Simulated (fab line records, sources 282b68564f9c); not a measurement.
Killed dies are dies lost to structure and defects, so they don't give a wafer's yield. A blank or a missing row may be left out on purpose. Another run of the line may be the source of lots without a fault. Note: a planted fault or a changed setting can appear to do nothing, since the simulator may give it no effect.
fab line records ; flow rit-cmos
record lots=6; wafers=18; last-day=7
route steps=202 shown M1@184
lots with no fault: from the same line, run without faults
start-h: hours from the record's first day to the start of the lot's first wafer shown ; wait-h: hours since the lot's step before ; " same as the row above ; L1.1+2: a row that stands for several wafers ; - no value, or no start was given ; * or withheld: withheld ; < > ~ a bound
route shown NAME@n: a module of which the file shows steps, and the number in the route of the first ; usual: the fault-free wafers' mean and standard deviation ; same: alike in all rows ; chamber/n: place in a boat ; sites: per-site readings ; _std_site: their standard deviation ; _edge_site: inner sites' mean taken away from outer sites' mean ; radius-mm: how far each site lies from the wafer's centre ; mask NAME#n: copy n ; behind: the tool/chamber that last shaped the wafer ; hold: why the lot went on hold/how many hours it stayed there/how the hold came to an end ; device: whichever transistor did not switch (one of n, p or np) ; end of line: tests of these same wafers at the route's end ; a step with no rows: only its recipe ; killed: not the wafer's yield, but the dies lost to structure and defects at the first sort ; map: a wafer's dies, marking killed ones x, the rest . and places with no die _
set.NAME: the setting that was run; set.NAME@STEP: the one run at that earlier step ; model.NAME: the simulator's own value behind a step, which no gauge read
certain route steps with their lots: each step a table, each wafer a row
services: a tool's chamber out of use, with start hour (start-h, from the record's first day; less than 0 if before it), hours out, and reason
## steps
# step RIT_M1_SPUTTER_00
# recipe material=Al; target-thk-nm=400; power-w=2000; chamber-pressure-pa=0.4; gas=Ar; time-s=500; substrate-temp-c=25
# usual throttle-valve-pct=30.4/0.61
lot.wafer;tool;chamber;start-h;wait-h;throttle-valve-pct
L353.1;pvd-sputter-03;-;52.42;0.0;30.9
L353.3;pvd-sputter-03;-;52.42;0.0;30.7
L353.6;pvd-sputter-03;-;52.42;0.0;30.2
L354.2;pvd-sputter-04;-;59.95;0.0;31.1
L354.3;pvd-sputter-04;-;59.95;0.0;29.2
L354.5;pvd-sputter-04;-;59.95;0.0;30.7
L360.1;pvd-sputter-01;-;92.69;0.0;31.0
L360.5;pvd-sputter-01;-;92.69;0.0;29.2
L360.6;pvd-sputter-01;-;92.69;0.0;30.6
L363.2;pvd-sputter-03;-;102.98;0.0;30.7
L363.4;pvd-sputter-03;-;102.98;0.0;30.8
L363.5;pvd-sputter-03;-;102.98;0.0;30.7
L367.4;pvd-sputter-03;-;123.99;0.0;30.8
L367.5;pvd-sputter-03;-;123.99;0.0;30.6
L367.6;pvd-sputter-03;-;123.99;0.0;30.8
L373.1;pvd-sputter-03;-;156.59;0.0;30.5
L373.3;pvd-sputter-03;-;156.59;0.0;30.9
L373.4;pvd-sputter-03;-;156.59;0.0;30.8
# step RIT_M1_RS_MEAS_01
# recipe thk-meas-gauge=four-point-probe; reads=Al_of_M1_SPUTTER_00
# usual M1_AL_RS=0.0734/0.00091
lot.wafer;tool;chamber;start-h;wait-h;M1_AL_RS[ohm/sq]
L353.1;film-metro-02;-;52.72;0.1;0.0714
L353.3;film-metro-02;-;52.72;0.1;0.0724
L353.6;film-metro-02;-;52.72;0.1;0.0713
L354.2;film-metro-03;-;60.27;0.2;0.0739
L354.3;film-metro-03;-;60.27;0.2;0.0738
L354.5;film-metro-03;-;60.27;0.2;0.0741
L360.1;film-metro-03;-;92.99;0.1;0.0716
L360.5;film-metro-03;-;92.99;0.1;0.0724
L360.6;film-metro-03;-;92.99;0.1;0.0722
L363.2;film-metro-02;-;103.30;0.2;0.0732
L363.4;film-metro-02;-;103.30;0.2;0.0744
L363.5;film-metro-02;-;103.30;0.2;0.0744
L367.4;film-metro-02;-;124.34;0.2;0.0745
L367.5;film-metro-02;-;124.34;0.2;0.0739
L367.6;film-metro-02;-;124.34;0.2;0.0738
L373.1;film-metro-04;-;156.92;0.2;0.0722
L373.3;film-metro-04;-;156.92;0.2;0.0735
L373.4;film-metro-04;-;156.92;0.2;0.0744
# step RIT_M1_THK_MEAS_02
# recipe thk-meas-gauge=xrf; reads=Al_of_M1_SPUTTER_00
# usual M1_AL_THK=404/5.5
lot.wafer;tool;chamber;start-h;wait-h;M1_AL_THK[nm]
L353.1;film-metro-02;-;52.84;0.1;417
L353.3;film-metro-02;-;52.84;0.1;411
L353.6;film-metro-02;-;52.84;0.1;416
L354.2;film-metro-03;-;60.38;0.1;399
L354.3;film-metro-03;-;60.38;0.1;401
L354.5;film-metro-03;-;60.38;0.1;399
L360.1;film-metro-03;-;93.11;0.1;411
L360.5;film-metro-03;-;93.11;0.1;409
L360.6;film-metro-03;-;93.11;0.1;409
L363.2;film-metro-02;-;103.41;0.1;407
L363.4;film-metro-02;-;103.41;0.1;400
L363.5;film-metro-02;-;103.41;0.1;399
L367.4;film-metro-02;-;124.43;0.1;401
L367.5;film-metro-02;-;124.43;0.1;405
L367.6;film-metro-02;-;124.43;0.1;402
L373.1;film-metro-04;-;157.04;0.1;412
L373.3;film-metro-04;-;157.04;0.1;403
L373.4;film-metro-04;-;157.04;0.1;400
# step RIT_M1_HMDS_03
# recipe prime-time-s=60; prime-temp-c=140
# step RIT_M1_COAT_04
# recipe resist=NOVOLAK; spin-rpm=2000; resist-thk-nm=1300
# step RIT_M1_SOFTBAKE_05
# recipe resist=NOVOLAK; temp-c=89.34; time-s=60
# step RIT_M1_EXPOSE_06
# recipe mask-id=M12; na=0.6; source-shape=conventional; sigma-outer=0.5; target-cd-nm=2600; dose-mj=250
# step RIT_M1_PEB_07
# recipe resist=NOVOLAK; temp-c=withheld; time-s=withheld
# step RIT_M1_DEVELOP_08
# recipe resist=NOVOLAK; develop-time-s=68; dev-temp-c=23
# step RIT_M1_CD_MEAS_09
# recipe target-cd-nm=2600
# usual cd-nm=2599.9/2.1
lot.wafer;tool;chamber;start-h;wait-h;cd-nm
L353.1;cd-sem-02;-;53.78;-;2598.5
L353.3;cd-sem-02;-;53.78;-;2598.9
L353.6;cd-sem-02;-;53.78;-;2599.8
L354.2;cd-sem-01;-;61.33;-;2601.6
L354.3;cd-sem-01;-;61.33;-;2606.4
L354.5;cd-sem-01;-;61.33;-;2602.9
L360.1;cd-sem-01;-;94.05;-;2600.3
L360.5;cd-sem-01;-;94.05;-;2599.6
L360.6;cd-sem-01;-;94.05;-;2598.6
L363.2;cd-sem-01;-;104.48;-;2599.7
L363.4;cd-sem-01;-;104.48;-;2601.6
L363.5;cd-sem-01;-;104.48;-;2599.9
L367.4;cd-sem-01;-;125.53;-;2599.7
L367.5;cd-sem-01;-;125.53;-;2598.8
L367.6;cd-sem-01;-;125.53;-;2600.2
L373.1;cd-sem-02;-;157.98;-;2599.1
L373.3;cd-sem-02;-;157.98;-;2595.6
L373.4;cd-sem-02;-;157.98;-;2596.7
# step RIT_M1_OVL_MEAS_10
# usual M1_OVL=-0.4/1.6
lot.wafer;tool;chamber;start-h;wait-h;M1_OVL[nm]
L353.1;overlay-01;-;53.90;0.1;-1.9
L353.3;overlay-01;-;53.90;0.1;-0.4
L353.6;overlay-01;-;53.90;0.1;-0.4
L354.2;overlay-01;-;61.43;0.1;-0.9
L354.3;overlay-01;-;61.43;0.1;-0.8
L354.5;overlay-01;-;61.43;0.1;-0.6
L360.1;overlay-01;-;94.17;0.1;0.2
L360.5;overlay-01;-;94.17;0.1;-1.3
L360.6;overlay-01;-;94.17;0.1;-2.0
L363.2;overlay-01;-;104.59;0.1;-1.4
L363.4;overlay-01;-;104.59;0.1;-1.4
L363.5;overlay-01;-;104.59;0.1;-1.3
L367.4;overlay-02;-;125.61;0.1;1.2
L367.5;overlay-02;-;125.61;0.1;0.2
L367.6;overlay-02;-;125.61;0.1;0.0
L373.1;overlay-01;-;158.10;0.1;-1.5
L373.3;overlay-01;-;158.10;0.1;-1.9
L373.4;overlay-01;-;158.10;0.1;-2.1
# step RIT_M1_HARDBAKE_11
# recipe resist=NOVOLAK; temp-c=140; time-s=120
# step RIT_M1_METAL_ETCH_12
# recipe stop-on=SiO2; chemistry=Cl2/BCl3; target=Al; time-s=165; over-etch-frac=0.5; pressure-mtorr=100; target-depth-a=6000; rf-w=257; Cl2_flow_sccm=60; bcl3-flow-sccm=50
# usual bcl3-flow-sccm=50.00/0.15; drypump-motor-current-A=5.9/0.4; oes-product-au=0.772/0.012; over-etch-frac=0.5/0; throttle-valve-pct=8.26/0.08
lot.wafer;tool;chamber;start-h;wait-h;bcl3-flow-sccm;drypump-motor-current-A;oes-product-au;over-etch-frac;rf-hours-counter-h;throttle-valve-pct;model.NOVOLAK_of_M1_COAT_04.thk-nm;model.SiO2_of_CONTACT_CVD_00.thk-nm;model.M1.feature-depth-nm
L353.1;rie-metal-03;0;54.18;0.2;49.79;6.2;0.792;0.5;36;8.35;799.2;367.2;444.7
L353.3;rie-metal-03;0;54.18;0.2;49.83;6.1;0.788;0.5;-;8.36;799.4;362.2;440.1
L353.6;rie-metal-03;1;54.18;0.2;49.88;6.0;0.793;0.5;-;8.25;801.6;364.1;444.5
L354.2;rie-metal-04;0;61.71;0.2;50.19;5.3;0.761;0.5;1;8.36;803.2;357.9;430
L354.3;rie-metal-04;1;61.71;0.2;50.05;5.9;0.785;0.5;-;8.24;796.4;357.9;432.5
L354.5;rie-metal-04;0;61.71;0.2;49.86;5.3;0.762;0.5;-;8.37;800.7;364;429.9
L360.1;rie-metal-04;1;94.45;0.2;50.02;5.9;0.788;0.5;1;8.25;793.9;358;442.5
L360.5;rie-metal-04;1;94.45;0.2;50.19;5.9;0.789;0.5;-;8.22;794.5;363.7;439.2
L360.6;rie-metal-04;0;94.45;0.2;49.81;5.3;0.620;1.25;-;8.39;638.7;346.7;456.7
L363.2;rie-metal-04;0;104.87;0.2;50.07;5.3;0.615;1.25;1;8.37;640.8;345.1;450.6
L363.4;rie-metal-04;1;104.87;0.2;49.79;5.9;0.774;0.5;-;8.24;798.9;361.3;428.2
L363.5;rie-metal-04;0;104.87;0.2;49.77;5.3;0.615;1.25;-;8.38;640.2;349.4;445.6
L367.4;rie-metal-02;0;125.93;0.1;50.04;6.6;0.756;0.5;-;8.11;806.2;376.1;426.5
L367.5;rie-metal-02;0;125.93;0.1;49.98;6.6;0.756;0.5;-;8.12;805.9;372.1;431
L367.6;rie-metal-02;1;125.93;0.1;50.08;5.6;0.777;0.5;-;8.30;795.4;367.6;431.6
L373.1;rie-metal-03;0;158.59;0.2;50.06;6.2;0.775;0.5;0;8.33;803.8;365.2;440.3
L373.3;rie-metal-03;0;158.59;0.2;49.89;6.2;0.772;0.5;-;8.34;802.7;363.1;432.9
L373.4;rie-metal-03;1;158.59;0.2;50.01;6.0;0.766;0.5;-;8.23;812.6;373.6;427.4
# step RIT_M1_STRIP_13
# recipe chemistry=nmp; resist=NOVOLAK; temp-c=80; time-s=600; dry=n2-spin
# step RIT_M1_STRIP_14
# recipe chemistry=O2; time-s=180; platen-temp-c=withheld; power-w=500; pressure-mtorr=4000; o2-flow-sccm=4000
# usual drypump-motor-current-A=5.5/0.32
lot.wafer;tool;chamber;start-h;wait-h;drypump-motor-current-A;rf-hours-counter-h
L353.1;plasma-asher-04;1;54.52;0.0;5.6;29
L353.3;plasma-asher-04;0;54.52;0.0;5.1;-
L353.6;plasma-asher-04;1;54.52;0.0;5.6;-
L354.2;plasma-asher-03;1;62.06;0.0;6.0;44
L354.3;plasma-asher-03;0;62.06;0.0;5.2;-
L354.5;plasma-asher-03;1;62.06;0.0;6.0;-
L360.1;plasma-asher-03;0;94.81;0.0;5.1;48
L360.5;plasma-asher-03;1;94.81;0.0;6.0;-
L360.6;plasma-asher-03;0;94.81;0.0;5.2;-
L363.2;plasma-asher-04;0;105.21;0.0;5.2;35
L363.4;plasma-asher-04;1;105.21;0.0;5.6;-
L363.5;plasma-asher-04;1;105.21;0.0;5.6;-
L367.4;plasma-asher-01;1;126.29;0.1;5.6;-
L367.5;plasma-asher-01;0;126.29;0.1;5.6;-
L367.6;plasma-asher-01;1;126.29;0.1;5.6;-
L373.1;plasma-asher-01;1;158.93;0.0;5.7;52
L373.3;plasma-asher-01;0;158.93;0.0;5.6;-
L373.4;plasma-asher-01;1;158.93;0.0;5.6;-
# step RIT_M1_CD_MEAS_90
# recipe target-cd-nm=2600
# usual cd-nm=2599.2/2.8
lot.wafer;tool;chamber;start-h;wait-h;cd-nm
L353.1;cd-sem-02;-;54.69;0.1;2597.7
L353.3;cd-sem-02;-;54.69;0.1;2596.8
L353.6;cd-sem-02;-;54.69;0.1;2601.9
L354.2;cd-sem-02;-;62.26;0.1;2602.1
L354.3;cd-sem-02;-;62.26;0.1;2605.3
L354.5;cd-sem-02;-;62.26;0.1;2602.2
L360.1;cd-sem-01;-;94.98;0.1;2597.2
L360.5;cd-sem-01;-;94.98;0.1;2597.5
L360.6;cd-sem-01;-;94.98;0.1;2586.0
L363.2;cd-sem-02;-;105.40;0.1;2587.7
L363.4;cd-sem-02;-;105.40;0.1;2599.3
L363.5;cd-sem-02;-;105.40;0.1;2588.6
L367.4;cd-sem-01;-;126.46;0.1;2600.0
L367.5;cd-sem-01;-;126.46;0.1;2599.7
L367.6;cd-sem-01;-;126.46;0.1;2597.4
L373.1;cd-sem-01;-;159.10;0.1;2596.4
L373.3;cd-sem-01;-;159.10;0.1;2592.7
L373.4;cd-sem-01;-;159.10;0.1;2595.3
# step RIT_M1_ANNEAL_15
# recipe temp-c=450; time-s=1800; ambient=forming_gas_H2N2
# step RIT_M1_PROBE_99
# usual defect-limited-yield=97.2/1.1; killed_at_M0_to_M3=0.0/0.14; killed-at-contacts=0.1/0.27; killed-at-front-end=7.2/2.9; killed-dies=7.3/2.9; killed-open=3.6/1.9; killed-short=3.8/1.9; sort_bin_3_pad_short=0.1/0.19; sort_bin_5_function=1.5/0.78; sort_bin_6_memory=1.2/0.71; sort-n-pass=256.7/2.9; sort-yield-pct=97.2/1.1
# same gross-dies=264; killed_at_M4_up=0; killed-at-back-side=0; killed-at-other=0
lot.wafer;tool;chamber;start-h;wait-h;defect-limited-yield[%];killed_at_M0_to_M3;killed-at-contacts;killed-at-front-end;killed-dies;killed-open;killed-short;sort_bin_3_pad_short[%];sort_bin_5_function[%];sort_bin_6_memory[%];sort-n-pass;sort-yield-pct[%];model.etest.antenna-m1.vt-shift-v
L353.1;prober-02;-;59.91;0.1;98.1;0;0;5;5;1;4;0.4;1.1;0.4;259.0;98.1;-0.01259
L353.3;prober-02;-;60.01;0.2;96.6;0;0;9;9;6;3;0;1.9;1.5;255.0;96.6;-0.01043
L353.6;prober-02;-;60.16;0.2;95.5;0;0;12;12;4;8;0;3.0;1.5;252.0;95.5;-0.00677
L354.2;prober-01;-;66.04;0.1;97.7;0;0;6;6;4;2;0;0;2.3;258.0;97.7;-0.0103
L354.3;prober-01;-;66.09;0.2;97.7;0;0;6;6;4;2;0;1.1;1.1;258.0;97.7;-0.01373
L354.5;prober-01;-;66.19;0.2;95.8;0;0;11;11;7;4;0;2.3;1.9;253.0;95.8;-0.009473
L360.1;prober-02;-;96.72;0.1;97.0;0;0;8;8;6;2;0;1.5;1.5;256.0;97.0;-0.0125
L360.5;prober-02;-;96.92;0.2;97.3;0;0;7;7;4;3;0.4;1.5;0.8;257.0;97.3;-0.01478
L360.6;prober-02;-;96.97;0.2;93.2;0;0;18;18;8;10;0.4;3.0;3.4;246.0;93.2;-0.02559
L363.2;prober-01;-;107.17;0.1;97.7;0;0;6;6;3;3;0;1.9;0.4;258.0;97.7;-0.02017
L363.4;prober-01;-;107.27;0.2;97.7;0;0;6;6;3;3;0;2.3;0;258.0;97.7;-0.01577
L363.5;prober-01;-;107.32;0.2;97.7;0;0;6;6;3;3;0;2.3;0;258.0;97.7;-0.02245
L367.4;prober-01;-;128.29;0.2;98.1;0;0;5;5;2;3;0;1.1;0.8;259.0;98.1;-0.007768
L367.5;prober-01;-;128.34;0.2;97.0;0;1;7;8;3;5;0;1.9;1.1;256.0;97.0;-0.01174
L367.6;prober-01;-;128.39;0.2;97.7;0;0;6;6;3;3;0;1.1;1.1;258.0;97.7;-0.01263
L373.1;prober-01;-;160.84;0.1;98.9;0;0;3;3;1;2;0;0.8;0.4;261.0;98.9;-0.01398
L373.3;prober-01;-;160.94;0.2;98.1;0;0;5;5;2;3;0.4;0;1.5;259.0;98.1;-0.01369
L373.4;prober-01;-;160.99;0.2;98.5;1;0;3;4;2;2;0;1.1;0.4;260.0;98.5;-0.008266
# killed by level:class
L353.1 GATE:geometric-particle:short=4 GATE:geometric-particle:open=1
L353.3 GATE:geometric-particle:open=2 GATE:geometric-particle:short=2 REOX:geometric-particle:open=2 FOX1:geometric-particle:open=1 SPACER:geometric-particle:short=1 SILICIDE:geometric-particle:open=1
L353.6 REOX:geometric-particle:short=3 SPACER:geometric-particle:short=3 SPACER:geometric-particle:open=3 FOX2:geometric-particle:open=1 GATE:geometric-particle:short=1 SILICIDE:geometric-particle:short=1
L354.2 GATE:geometric-particle:open=2 FOX1:geometric-particle:short=1 FOX2:geometric-particle:open=1 GATE:geometric-particle:short=1 SPACER:geometric-particle:open=1
L354.3 FOX1:geometric-particle:open=2 FOX2:geometric-particle:short=1 GATE:geometric-particle:short=1 GATE:geometric-particle:open=1 SILICIDE:geometric-particle:open=1
L354.5 GATE:geometric-particle:short=3 GATE:geometric-particle:open=3 SILICIDE:geometric-particle:open=2 FOX1:geometric-particle:open=1 SPACER:geometric-particle:open=1 SPACER:geometric-particle:short=1
L360.1 GATE:geometric-particle:open=3 GATE:geometric-particle:short=2 FOX1:geometric-particle:open=1 REOX:geometric-particle:open=1 SPACER:geometric-particle:open=1
L360.5 SILICIDE:geometric-particle:open=3 GATE:geometric-particle:short=2 FOX1:geometric-particle:short=1 REOX:geometric-particle:open=1
L360.6 GATE:geometric-particle:open=7 FOX1:geometric-particle:short=3 GATE:geometric-particle:short=3 SILICIDE:geometric-particle:short=2 FOX2:geometric-particle:short=1 REOX:geometric-particle:short=1 REOX:geometric-particle:open=1
L363.2 SPACER:geometric-particle:open=2 GATE:geometric-particle:open=1 GATE:geometric-particle:short=1 SPACER:geometric-particle:short=1 SILICIDE:geometric-particle:short=1
L363.4 GATE:geometric-particle:open=2 FOX1:geometric-particle:open=1 FOX1:geometric-particle:short=1 GATE:geometric-particle:short=1 REOX:geometric-particle:short=1
L363.5 GATE:geometric-particle:open=2 REOX:geometric-particle:short=2 GATE:geometric-particle:short=1 SILICIDE:geometric-particle:open=1
L367.4 GATE:geometric-particle:short=3 FOX1:geometric-particle:open=1 GATE:geometric-particle:open=1
L367.5 REOX:geometric-particle:short=2 ACTIVE:geometric-particle:short=1 FOX2:geometric-particle:short=1 REOX:geometric-particle:open=1 SPACER:geometric-particle:open=1 SPACER:geometric-particle:short=1 CONTACT:geometric-particle:open=1
L367.6 GATE:geometric-particle:open=2 GATE:geometric-particle:short=2 REOX:geometric-particle:open=1 REOX:geometric-particle:short=1
L373.1 FOX1:geometric-particle:open=1 GATE:geometric-particle:short=1 REOX:geometric-particle:short=1
L373.3 GATE:geometric-particle:short=2 FOX1:geometric-particle:open=1 REOX:geometric-particle:short=1 SILICIDE:geometric-particle:open=1
L373.4 GATE:geometric-particle:short=2 GATE:geometric-particle:open=1 M1:geometric-particle:open=1
## services
tool;chamber;start-h;hours;kind
plasma-asher-01;-;31.34;1.6;repair
rie-metal-03;-;45.42;2.8;pm
plasma-asher-01;-;83.32;14.6;pm
pvd-sputter-03;-;91.20;3.1;repair
pvd-sputter-04;-;94.50;0.7;repair
rie-metal-04;1;109.33;1.5;repair
pvd-sputter-03;-;116.53;4.9;repair
rie-metal-02;-;132.35;1.4;pm
rie-metal-03;-;136.12;20.0;pm
rie-metal-03;0;136.12;20.0;vent-cycle
rie-metal-03;1;136.12;20.0;vent-cycle
rie-metal-04;-;143.40;0.5;repair
rie-metal-03;0;156.12;-;clean
rie-metal-03;1;156.12;-;clean
## key
first-sign step=RIT_M1_METAL_ETCH_12; reading=over-etch-frac; direction=up; sigmas=99+; usual=0.5; struck=1.25
effect step=RIT_M1_METAL_ETCH_12; reading=oes-product-au; direction=down; sigmas=13; usual=0.772; struck=0.617
effect step=RIT_M1_CD_MEAS_90; reading=cd-nm; direction=down; sigmas=4.2; usual=2599.2; struck=2587.4
model-effect step=RIT_M1_METAL_ETCH_12; value=NOVOLAK_of_M1_COAT_04.thk-nm; without=805.9; struck=639.9
model-effect step=RIT_M1_PROBE_99; value=etest.antenna-m1.vt-shift-v; without=-0.00853; struck=-0.02274
met-at RIT_M1_METAL_ETCH_12
struck-wafers L360.6,L363.2,L363.5
onset-between 61.71 94.45
fault kind=process-parameter-drift; tool=rie-metal-04; chamber=0; onset-h=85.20; steps=RIT_M1_METAL_ETCH_12; channel=over-etch-frac; offset=0.75; shape=step; end-h=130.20; stated=0.5
